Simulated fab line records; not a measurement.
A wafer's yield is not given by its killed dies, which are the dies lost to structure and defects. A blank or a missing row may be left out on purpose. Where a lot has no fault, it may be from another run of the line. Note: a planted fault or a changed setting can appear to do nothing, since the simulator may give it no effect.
fab line records    flow ritCmos
[record] lots = 14  wafers = 42  lastDay = 7
route steps=202 shown ACTIVE@1 NRETRO@62 PRETRO@72 GATE@96 M1@202
lots that met no fault: from a run of the same line without faults
startH: the number of hours between the record's first day and the start of the first shown wafer of the lot    waitH: hours elapsed since this lot's preceding step    " identical to the entry in the row above    L1.1+2: a row that stands for several wafers    - no value, or no start given    * or withheld: withheld    < > ~ a bound
route shown NAME@n: NAME is a module with steps in the file, n the number in the route of the first one    usual: the fault-free wafers' mean and standard deviation    same: alike in all rows    chamber/n: place in a boat    sites: per-site readings    _std_site: the values' standard deviation    _edge_site: mean of outer sites minus mean of inner sites    radiusMm: for every site, how far away it sits from the centre of the wafer    mask NAME#n: copy n    behind: the tool/chamber that last shaped the wafer    hold: why the lot was held/for how many hours/how that ended    device: names the non-switching transistor (n, p or np)    end of line: at the end of the route, the tests of the same wafers    a step given without rows: its recipe and nothing more    killed: not the wafer's yield, but the dies lost to structure and defects at the first sort    map: a wafer's dies, marking killed ones x, the rest . and places with no die _
set.NAME: the setting the step ran with; set.NAME@STEP: the setting that earlier step ran with    model.NAME: the simulator's own value behind a step, which no gauge read
the route's steps for a sample of lots (tables are steps, rows are wafers)
services: the hour from which a tool's chamber was out of use, counted from the record's first day as startH (under 0 if before that day), plus the number of hours and why
[[steps]]
[step RIT_ACTIVE_BOW_MEAS_00]
[recipe] mode = bow
[usual] INCOMING_BOW = 1/7
lot.wafer  tool          chamber  startH  waitH  INCOMING_BOW[um]
L908.3     filmMetro-02  -        10.04   -      -4
L908.5     "             -        "       "      -2
L908.6     "             -        "       "      6
L909.1     filmMetro-01  -        15.00   -      -3
L909.5     "             -        "       "      11
L909.6     "             -        "       "      -8
L910.2     filmMetro-01  -        20.02   -      -2
L910.3     "             -        "       "      -8
L910.6     "             -        "       "      -6
L911.1     filmMetro-04  -        25.00   -      1
L911.3     "             -        "       "      17
L911.6     "             -        "       "      6
L912.2     filmMetro-04  -        30.14   -      -4
L912.3     "             -        "       "      4
L912.4     "             -        "       "      3
L913.2     filmMetro-02  -        35.02   -      3
L913.4     "             -        "       "      -4
L913.5     "             -        "       "      -9
L914.3     filmMetro-04  -        40.04   -      -5
L914.4     "             -        "       "      5
L914.6     "             -        "       "      -3
L916.1     filmMetro-04  -        50.00   -      3
L916.2     "             -        "       "      -7
L916.5     "             -        "       "      9
L921.4     filmMetro-02  -        75.06   -      -2
L921.5     "             -        "       "      7
L921.6     "             -        "       "      -4
L922.2     filmMetro-04  -        80.02   -      -2
L922.5     "             -        "       "      11
L922.6     "             -        "       "      -4
L926.1     filmMetro-02  -        100.00  -      1
L926.4     "             -        "       "      -8
L926.5     "             -        "       "      10
L927.1     filmMetro-02  -        105.00  -      0
L927.3     "             -        "       "      4
L927.6     "             -        "       "      -6
L928.2     filmMetro-02  -        110.02  -      -8
L928.5     "             -        "       "      -1
L928.6     "             -        "       "      1
L930.1     filmMetro-01  -        120.00  -      6
L930.4     "             -        "       "      -12
L930.6     "             -        "       "      -8
[step RIT_NRETRO_STRIP_09]
[recipe] chemistry = O2  timeS = 180  resist = NOVOLAK  platenTempC = withheld  powerW = 500  pressureMtorr = 4000  o2FlowSccm = 4000
[usual] drypumpMotorCurrentA = 5.9/0.5
[same] timeS = 180
lot.wafer  tool            chamber  startH  waitH  drypumpMotorCurrentA  rfHoursCounterH
L908.3     plasmaAsher-02  1        29.80   0.1    5.9                   -
L908.5     "               1        "       "      5.9                   -
L908.6     "               0        "       "      6.7                   -
L909.1     plasmaAsher-01  0        36.14   0.1    6.7                   40
L909.5     "               1        "       "      5.9                   -
L909.6     "               0        "       "      6.6                   -
L910.2     plasmaAsher-04  0        45.34   0.1    5.7                   26
L910.3     "               0        "       "      5.7                   -
L910.6     "               1        "       "      5.3                   -
L911.1     plasmaAsher-02  0        51.73   0.1    6.6                   41
L911.3     "               1        "       "      5.9                   -
L911.6     "               1        "       "      5.9                   -
L912.2     plasmaAsher-02  0        56.18   0.1    6.7                   42
L912.3     "               0        "       "      6.7                   -
L912.4     "               1        "       "      5.9                   -
L913.2     plasmaAsher-04  0        56.42   0.1    5.7                   27
L913.4     "               1        "       "      5.3                   -
L913.5     "               0        "       "      5.7                   -
L914.3     plasmaAsher-04  1        61.80   0.1    5.3                   -
L914.4     "               0        "       "      5.7                   -
L914.6     "               0        "       "      5.7                   -
L916.1     plasmaAsher-02  1        70.77   0.1    5.9                   43
L916.2     "               0        "       "      6.7                   43
L916.5     "               0        "       "      6.7                   -
L921.4     plasmaAsher-02  1        94.83   0.1    5.9                   -
L921.5     "               1        "       "      5.9                   -
L921.6     "               0        "       "      6.6                   -
L922.2     plasmaAsher-02  0        100.80  0.1    6.6                   47
L922.5     "               1        "       "      5.9                   -
L922.6     "               0        "       "      6.7                   -
L926.1     plasmaAsher-01  1        119.62  0.1    5.9                   0
L926.4     "               1        "       "      5.9                   -
L926.5     "               1        "       "      5.9                   -
L927.1     plasmaAsher-04  0        125.83  0.1    5.7                   34
L927.3     "               1        "       "      5.3                   -
L927.6     "               1        "       "      5.3                   -
L928.2     plasmaAsher-01  1        129.47  0.1    6.0                   1
L928.5     "               1        "       "      5.9                   -
L928.6     "               0        "       "      6.6                   -
L930.1     plasmaAsher-01  1        139.47  0.1    5.9                   2
L930.4     "               0        "       "      6.6                   -
L930.6     "               0        "       "      6.7                   -
[step RIT_PRETRO_IMPLANT_08]
[recipe] species = B  energyKev = 45  doseCm2 = 1.2e+13  tiltDeg = 7
[usual] doseIonsCm2 = 1.2002e+13/1.3e+10  faradayCurrentUA = 38.1/0.78
lot.wafer  tool          chamber  startH  waitH  doseIonsCm2  faradayCurrentUA
L908.3     implanter-01  0        31.46   0.2    1.2025e+13   39.0
L908.5     "             0        "       "      1.2008e+13   37.4
L908.6     "             0        "       "      1.2025e+13   38.3
L909.1     implanter-01  0        37.54   0.2    1.2e+13      39.5
L909.5     "             0        "       "      1.2008e+13   39.2
L909.6     "             0        "       "      1.2e+13      37.4
L910.2     implanter-03  0        46.76   0.2    1.2003e+13   38.2
L910.3     "             0        "       "      1.1989e+13   38.2
L910.6     "             0        "       "      1.2002e+13   39.7
L911.1     implanter-03  0        53.13   0.2    1.2006e+13   38.0
L911.3     "             0        "       "      1.2019e+13   38.8
L911.6     "             0        "       "      1.2009e+13   38.1
L912.2     implanter-01  0        57.61   0.2    1.2019e+13   37.1
L912.3     "             0        "       "      1.1994e+13   38.3
L912.4     "             0        "       "      1.2008e+13   37.1
L913.2     implanter-02  0        57.97   0.2    1.199e+13    37.5
L913.4     "             0        "       "      1.2e+13      38.3
L913.5     "             0        "       "      1.1986e+13   36.9
L914.3     implanter-02  0        63.19   0.2    1.1984e+13   38.0
L914.4     "             0        "       "      1.1983e+13   37.5
L914.6     "             0        "       "      1.2e+13      37.7
L916.1     implanter-02  0        72.17   0.2    1.2e+13      37.4
L916.2     "             0        "       "      1.1999e+13   38.5
L916.5     "             0        "       "      1.1988e+13   39.2
L921.4     implanter-03  0        96.37   0.2    1.5686e+13   47.4
L921.5     "             0        "       "      1.5684e+13   49.1
L921.6     "             0        "       "      1.5691e+13   51.5
L922.2     implanter-03  0        102.23  0.2    1.57e+13     49.7
L922.5     "             0        "       "      1.5709e+13   48.2
L922.6     "             0        "       "      1.5705e+13   50.2
L926.1     implanter-02  0        121.15  0.2    1.197e+13    38.5
L926.4     "             0        "       "      1.1987e+13   37.6
L926.5     "             0        "       "      1.1987e+13   37.7
L927.1     implanter-02  0        127.36  0.2    1.2016e+13   39.0
L927.3     "             0        "       "      1.2e+13      37.5
L927.6     "             0        "       "      1.1999e+13   38.1
L928.2     implanter-02  0        130.90  0.2    1.2005e+13   39.3
L928.5     "             0        "       "      1.1991e+13   37.2
L928.6     "             0        "       "      1.2006e+13   38.9
L930.1     implanter-02  0        140.87  0.2    1.1988e+13   38.9
L930.4     "             0        "       "      1.1988e+13   36.1
L930.6     "             0        "       "      1.2008e+13   38.9
[step RIT_PRETRO_TW_MEAS_10]
[usual] PRETRO_TW = 475/4.9
lot.wafer  tool          chamber  startH  waitH  PRETRO_TW
L908.3     filmMetro-03  -        31.75   0.1    480
L908.5     "             -        "       "      480
L908.6     "             -        "       "      479
L909.1     filmMetro-02  -        37.87   0.1    471
L909.5     "             -        "       "      468
L909.6     "             -        "       "      468
L910.2     filmMetro-04  -        47.07   0.1    473
L910.3     "             -        "       "      474
L910.6     "             -        "       "      473
L911.1     filmMetro-03  -        53.46   0.1    476
L911.3     "             -        "       "      478
L911.6     "             -        "       "      477
L912.2     filmMetro-02  -        57.92   0.1    471
L912.3     "             -        "       "      467
L912.4     "             -        "       "      470
L913.2     filmMetro-03  -        58.28   0.1    479
L913.4     "             -        "       "      479
L913.5     "             -        "       "      480
L914.3     filmMetro-04  -        63.49   0.1    475
L914.4     "             -        "       "      476
L914.6     "             -        "       "      474
L916.1     filmMetro-04  -        72.49   0.1    470
L916.2     "             -        "       "      467
L916.5     "             -        "       "      469
L921.4     filmMetro-03  -        96.65   0.1    522
L921.5     "             -        "       "      518
L921.6     "             -        "       "      523
L922.2     filmMetro-02  -        102.54  0.1    510
L922.5     "             -        "       "      509
L922.6     "             -        "       "      510
L926.1     filmMetro-03  -        121.48  0.1    478
L926.4     "             -        "       "      478
L926.5     "             -        "       "      478
L927.1     filmMetro-03  -        127.68  0.1    477
L927.3     "             -        "       "      478
L927.6     "             -        "       "      481
L928.2     filmMetro-04  -        131.21  0.1    474
L928.5     "             -        "       "      477
L928.6     "             -        "       "      477
L930.1     filmMetro-03  -        141.19  0.1    479
L930.4     "             -        "       "      479
L930.6     "             -        "       "      479
[step RIT_GATE_STRIP_20]
[recipe] chemistry = O2  timeS = 180  resist = NOVOLAK  platenTempC = withheld  powerW = 500  pressureMtorr = 4000  o2FlowSccm = 4000
[usual] drypumpMotorCurrentA = 6.0/0.6
[same] timeS = 180
lot.wafer  tool            chamber  startH  waitH  drypumpMotorCurrentA  rfHoursCounterH
L908.3     plasmaAsher-02  0        41.94   0.1    6.6                   -
L908.5     "               0        "       "      6.6                   -
L908.6     "               1        "       "      5.9                   -
L909.1     plasmaAsher-03  1        43.76   0.1    6.2                   37
L909.5     "               0        "       "      4.8                   -
L909.6     "               1        "       "      6.3                   -
L910.2     plasmaAsher-01  0        52.61   0.1    6.6                   41
L910.3     "               0        "       "      6.7                   -
L910.6     "               1        "       "      5.9                   -
L911.1     plasmaAsher-03  1        59.21   0.1    6.2                   39
L911.3     "               1        "       "      6.2                   -
L911.6     "               1        "       "      6.2                   -
L912.2     plasmaAsher-01  1        63.45   0.1    5.9                   43
L912.3     "               0        "       "      6.7                   -
L912.4     "               1        "       "      5.9                   -
L913.2     plasmaAsher-03  0        66.92   0.1    4.8                   40
L913.4     "               0        "       "      4.9                   -
L913.5     "               1        "       "      6.3                   -
L914.3     plasmaAsher-01  1        69.55   0.1    5.9                   -
L914.4     "               0        "       "      6.6                   -
L914.6     "               0        "       "      6.7                   -
L916.1     plasmaAsher-01  1        77.48   0.1    5.9                   44
L916.2     "               0        "       "      6.6                   44
L916.5     "               0        "       "      6.6                   -
L921.4     plasmaAsher-01  0        101.84  0.1    6.6                   -
L921.5     "               0        "       "      6.6                   -
L921.6     "               1        "       "      5.9                   -
L922.2     plasmaAsher-03  1        108.01  0.1    6.2                   44
L922.5     "               0        "       "      4.9                   -
L922.6     "               1        "       "      6.2                   -
L926.1     plasmaAsher-02  0        127.85  0.1    6.7                   51
L926.4     "               0        "       "      6.7                   -
L926.5     "               1        "       "      5.9                   -
L927.1     plasmaAsher-01  0        132.68  0.1    6.6                   2
L927.3     "               0        "       "      6.6                   -
L927.6     "               1        "       "      5.9                   -
L928.2     plasmaAsher-02  1        137.08  0.1    5.9                   52
L928.5     "               0        "       "      6.6                   -
L928.6     "               1        "       "      5.9                   -
L930.1     plasmaAsher-03  1        148.63  0.1    6.2                   49
L930.4     "               1        "       "      6.2                   -
L930.6     "               0        "       "      4.9                   -
[step RIT_M1_PROBE_99]
[usual] killedAtContacts = 0.2/0.38  killedAtFrontEnd = 6.7/3  killedDies = 6.9/3  killedOpen = 3.5/1.9  killedShort = 3.3/2
[same] grossDies = 264  killed_at_M0_to_M3 = 0  killed_at_M4_up = 0  killedAtBackSide = 0  killedAtOther = 0
lot.wafer  tool       chamber  startH  waitH  killedAtContacts  killedAtFrontEnd  killedDies  killedOpen  killedShort
L908.3     prober-02  -        64.18   0.2    0                 7                 7           3           4
L908.5     prober-02  -        64.28   0.2    0                 15                15          6           9
L908.6     prober-02  -        64.33   0.2    0                 8                 8           4           4
L909.1     prober-02  -        65.41   0.1    1                 5                 6           2           3
L909.5     prober-02  -        65.61   0.2    0                 4                 4           3           1
L909.6     prober-02  -        65.66   0.2    0                 3                 3           0           2
L910.2     prober-01  -        73.72   0.1    0                 14                14          3           11
L910.3     prober-01  -        73.77   0.2    0                 15                15          9           6
L910.6     prober-01  -        73.92   0.2    0                 6                 6           3           3
L911.1     prober-02  -        79.33   0.1    0                 6                 6           3           3
L911.3     prober-02  -        79.43   0.2    0                 9                 9           8           1
L911.6     prober-02  -        79.58   0.2    0                 8                 8           4           4
L912.2     prober-01  -        86.66   0.1    0                 8                 8           5           3
L912.3     prober-01  -        86.71   0.2    0                 7                 7           2           5
L912.4     prober-01  -        86.76   0.2    1                 9                 10          8           2
L913.2     prober-02  -        89.03   0.1    0                 9                 9           4           5
L913.4     prober-02  -        89.13   0.2    0                 7                 7           3           4
L913.5     prober-02  -        89.18   0.2    0                 4                 4           2           2
L914.3     prober-01  -        89.68   0.2    0                 5                 5           4           1
L914.4     prober-01  -        89.73   0.2    0                 3                 3           3           0
L914.6     prober-01  -        89.83   0.2    0                 1                 1           0           1
L916.1     prober-01  -        97.75   0.1    0                 3                 3           1           2
L916.2     prober-01  -        97.80   0.1    1                 3                 4           3           0
L916.5     prober-01  -        97.95   0.2    1                 8                 9           2           6
L921.4     prober-02  -        121.71  0.2    1                 8                 9           6           3
L921.5     prober-02  -        121.76  0.2    0                 6                 6           3           3
L921.6     prober-02  -        121.81  0.2    1                 7                 8           2           6
L922.2     prober-01  -        128.42  0.1    0                 6                 6           5           1
L922.5     prober-01  -        128.57  0.2    0                 6                 6           2           4
L922.6     prober-01  -        128.62  0.2    0                 4                 4           3           1
L926.1     prober-01  -        149.40  0.1    0                 10                10          5           5
L926.4     prober-01  -        149.55  0.2    0                 4                 4           3           1
L926.5     prober-01  -        149.60  0.2    0                 9                 9           4           5
L927.1     prober-02  -        152.57  0.1    0                 3                 3           2           1
L927.3     prober-02  -        152.67  0.2    1                 9                 10          6           4
L927.6     prober-02  -        152.82  0.2    0                 7                 7           4           3
L928.2     prober-01  -        158.72  0.1    1                 3                 4           2           2
L928.5     prober-01  -        158.87  0.2    0                 10                10          6           4
L928.6     prober-01  -        158.92  0.2    0                 6                 6           2           4
L930.1     prober-01  -        168.75  0.1    1                 8                 9           4           4
L930.4     prober-01  -        168.90  0.2    0                 4                 4           2           2
L930.6     prober-01  -        169.00  0.2    1                 3                 4           1           3
// killed by level:class
L908.3 SPACER:geometricParticle:short=3 REOX:geometricParticle:open=2 FOX1:geometricParticle:open=1 SILICIDE:geometricParticle:short=1
L908.5 SPACER:geometricParticle:short=4 GATE:geometricParticle:short=3 GATE:geometricParticle:open=3 SPACER:geometricParticle:open=3 SILICIDE:geometricParticle:short=2
L908.6 SPACER:geometricParticle:short=2 FOX1:geometricParticle:open=1 FOX2:geometricParticle:open=1 GATE:geometricParticle:short=1 GATE:geometricParticle:open=1 REOX:geometricParticle:short=1 SILICIDE:geometricParticle:open=1
L909.1 SPACER:geometricParticle:short=2 GATE:geometricParticle:short=1 SPACER:geometricParticle:open=1 CONTACT:geometricParticle:open=1 PWELL:coatMicrobubblePrinted=1
L909.5 SILICIDE:geometricParticle:open=2 FOX1:geometricParticle:open=1 REOX:geometricParticle:short=1
L909.6 FOX2:geometricParticle:short=1 GATE:geometricParticle:short=1 PWELL:coatMicrobubblePrinted=1
L910.2 REOX:geometricParticle:short=3 SPACER:geometricParticle:short=3 SILICIDE:geometricParticle:short=3 REOX:geometricParticle:open=2 FOX2:geometricParticle:open=1 FOX2:geometricParticle:short=1 GATE:geometricParticle:short=1
L910.3 SPACER:geometricParticle:open=5 GATE:geometricParticle:open=3 SPACER:geometricParticle:short=3 FOX2:geometricParticle:open=1 GATE:geometricParticle:short=1 REOX:geometricParticle:short=1 SILICIDE:geometricParticle:short=1
L910.6 GATE:geometricParticle:short=2 FOX2:geometricParticle:open=1 REOX:geometricParticle:open=1 REOX:geometricParticle:short=1 SILICIDE:geometricParticle:open=1
L911.1 REOX:geometricParticle:open=2 FOX2:geometricParticle:short=1 GATE:geometricParticle:open=1 GATE:geometricParticle:short=1 REOX:geometricParticle:short=1
L911.3 REOX:geometricParticle:open=5 GATE:geometricParticle:open=2 FOX2:geometricParticle:open=1 GATE:geometricParticle:short=1
L911.6 REOX:geometricParticle:open=4 REOX:geometricParticle:short=2 FOX1:geometricParticle:short=1 GATE:geometricParticle:short=1
L912.2 GATE:geometricParticle:open=2 SILICIDE:geometricParticle:open=2 GATE:geometricParticle:short=1 SPACER:geometricParticle:short=1 SPACER:geometricParticle:open=1 SILICIDE:geometricParticle:short=1
L912.3 FOX2:geometricParticle:short=2 FOX1:geometricParticle:short=1 GATE:geometricParticle:open=1 GATE:geometricParticle:short=1 SILICIDE:geometricParticle:short=1 SILICIDE:geometricParticle:open=1
L912.4 FOX1:geometricParticle:open=3 SPACER:geometricParticle:open=2 FOX2:geometricParticle:open=1 REOX:geometricParticle:short=1 REOX:geometricParticle:open=1 SPACER:geometricParticle:short=1 CONTACT:geometricParticle:open=1
L913.2 GATE:geometricParticle:short=3 GATE:geometricParticle:open=2 FOX1:geometricParticle:open=1 FOX2:geometricParticle:short=1 REOX:geometricParticle:short=1 SPACER:geometricParticle:open=1
L913.4 FOX2:geometricParticle:short=2 SILICIDE:geometricParticle:open=2 GATE:geometricParticle:open=1 GATE:geometricParticle:short=1 REOX:geometricParticle:short=1
L913.5 FOX2:geometricParticle:short=2 REOX:geometricParticle:open=1 SPACER:geometricParticle:open=1
L914.3 GATE:geometricParticle:open=3 GATE:geometricParticle:short=1 SPACER:geometricParticle:open=1
L914.4 SILICIDE:geometricParticle:open=2 SPACER:geometricParticle:open=1
L914.6 REOX:geometricParticle:short=1
L916.1 GATE:geometricParticle:short=2 GATE:geometricParticle:open=1
L916.2 REOX:geometricParticle:open=2 GATE:geometricParticle:open=1 CONTACT:coatMicrobubblePrinted=1
L916.5 GATE:geometricParticle:short=4 REOX:geometricParticle:open=1 REOX:geometricParticle:short=1 SPACER:geometricParticle:short=1 SILICIDE:geometricParticle:open=1 CONTACT:coatMicrobubblePrinted=1
L921.4 GATE:geometricParticle:open=2 FOX2:geometricParticle:open=1 FOX2:geometricParticle:short=1 REOX:geometricParticle:open=1 REOX:geometricParticle:short=1 SPACER:geometricParticle:open=1 SILICIDE:geometricParticle:open=1 CONTACT:geometricParticle:short=1
L921.5 FOX1:geometricParticle:short=2 SPACER:geometricParticle:open=2 GATE:geometricParticle:short=1 SILICIDE:geometricParticle:open=1
L921.6 GATE:geometricParticle:short=3 REOX:geometricParticle:short=2 FOX2:geometricParticle:short=1 GATE:geometricParticle:open=1 CONTACT:geometricParticle:open=1
L922.2 GATE:geometricParticle:open=4 FOX1:geometricParticle:open=1 REOX:geometricParticle:short=1
L922.5 GATE:geometricParticle:short=3 FOX1:geometricParticle:short=1 GATE:geometricParticle:open=1 SILICIDE:geometricParticle:open=1
L922.6 GATE:geometricParticle:open=1 REOX:geometricParticle:open=1 SPACER:geometricParticle:short=1 SPACER:geometricParticle:open=1
L926.1 GATE:geometricParticle:short=2 GATE:geometricParticle:open=2 REOX:geometricParticle:short=2 SPACER:geometricParticle:open=2 REOX:geometricParticle:open=1 SILICIDE:geometricParticle:short=1
L926.4 FOX2:geometricParticle:open=1 GATE:geometricParticle:short=1 GATE:geometricParticle:open=1 SILICIDE:geometricParticle:open=1
L926.5 GATE:geometricParticle:short=4 GATE:geometricParticle:open=2 REOX:geometricParticle:open=2 FOX1:geometricParticle:short=1
L927.1 FOX1:geometricParticle:open=2 SILICIDE:geometricParticle:short=1
L927.3 SILICIDE:geometricParticle:open=3 GATE:geometricParticle:short=1 GATE:geometricParticle:open=1 REOX:geometricParticle:short=1 REOX:geometricParticle:open=1 SPACER:geometricParticle:open=1 SILICIDE:geometricParticle:short=1 CONTACT:geometricParticle:short=1
L927.6 GATE:geometricParticle:open=2 SILICIDE:geometricParticle:open=2 GATE:geometricParticle:short=1 SPACER:geometricParticle:short=1 SILICIDE:geometricParticle:short=1
L928.2 FOX1:geometricParticle:open=2 FOX1:geometricParticle:short=1 CONTACT:geometricParticle:short=1
L928.5 GATE:geometricParticle:open=4 FOX2:geometricParticle:short=2 FOX2:geometricParticle:open=1 REOX:geometricParticle:short=1 SPACER:geometricParticle:open=1 SPACER:geometricParticle:short=1
L928.6 SPACER:geometricParticle:short=2 FOX1:geometricParticle:short=1 GATE:geometricParticle:open=1 REOX:geometricParticle:short=1 SPACER:geometricParticle:open=1
L930.1 FOX1:geometricParticle:short=2 SPACER:geometricParticle:open=2 GATE:geometricParticle:open=1 GATE:geometricParticle:short=1 SILICIDE:geometricParticle:short=1 SILICIDE:geometricParticle:open=1 CONTACT:coatMicrobubblePrinted=1
L930.4 GATE:geometricParticle:open=1 SPACER:geometricParticle:open=1 SPACER:geometricParticle:short=1 SILICIDE:geometricParticle:short=1
L930.6 FOX1:geometricParticle:short=2 REOX:geometricParticle:open=1 CONTACT:geometricParticle:short=1
[[services]]
tool            chamber  startH  hours  kind
implanter-03    -        13.89   27.7   pm
plasmaAsher-04  -        56.96   2.5    repair
implanter-03    -        57.19   6.4    repair
implanter-01    -        84.56   7.5    pm
plasmaAsher-01  -        108.75  9.0    pm
plasmaAsher-01  0        108.75  9.0    ventCycle
plasmaAsher-01  1        108.75  9.0    ventCycle
plasmaAsher-01  0        117.75  -      clean
plasmaAsher-01  1        117.75  -      clean
implanter-03    -        124.95  3.2    pm
[[key]]
[firstSign] step = RIT_PRETRO_IMPLANT_08  reading = doseIonsCm2  direction = up  sigmas = 99+  usual = 1.2002e+13  struck = 1.5696e+13
[effect] step = RIT_PRETRO_IMPLANT_08  reading = faradayCurrentUA  direction = up  sigmas = 14  usual = 38.1  struck = 49.3
[effect] step = RIT_PRETRO_TW_MEAS_10  reading = PRETRO_TW  direction = up  sigmas = 8.2  usual = 475  struck = 515
metAt RIT_PRETRO_IMPLANT_08
struckLots L921,L922
testerLeftOut L921,L922
notActingAt RIT_ACTIVE_BOW_MEAS_00,RIT_NRETRO_STRIP_09,RIT_GATE_STRIP_20
onsetBetween 53.13 96.37
[fault] kind = processParameterDrift  tool = implanter-03  chamber = -  onsetH = 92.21  steps = RIT_PRETRO_IMPLANT_08  channel = doseCm2  offset = 3.6993e+12  shape = step  endH = 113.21  actsIn = theseRecipesOnly  stated = 1.2e+13
// testerLeftOut: of these lots the tester's yield and bins aren't shown, on N5 and GAA mostly nor the transistor test; their killed dies are dies lost to structure and defects alone, not to doping, threshold or leakage, so they don't give the yield
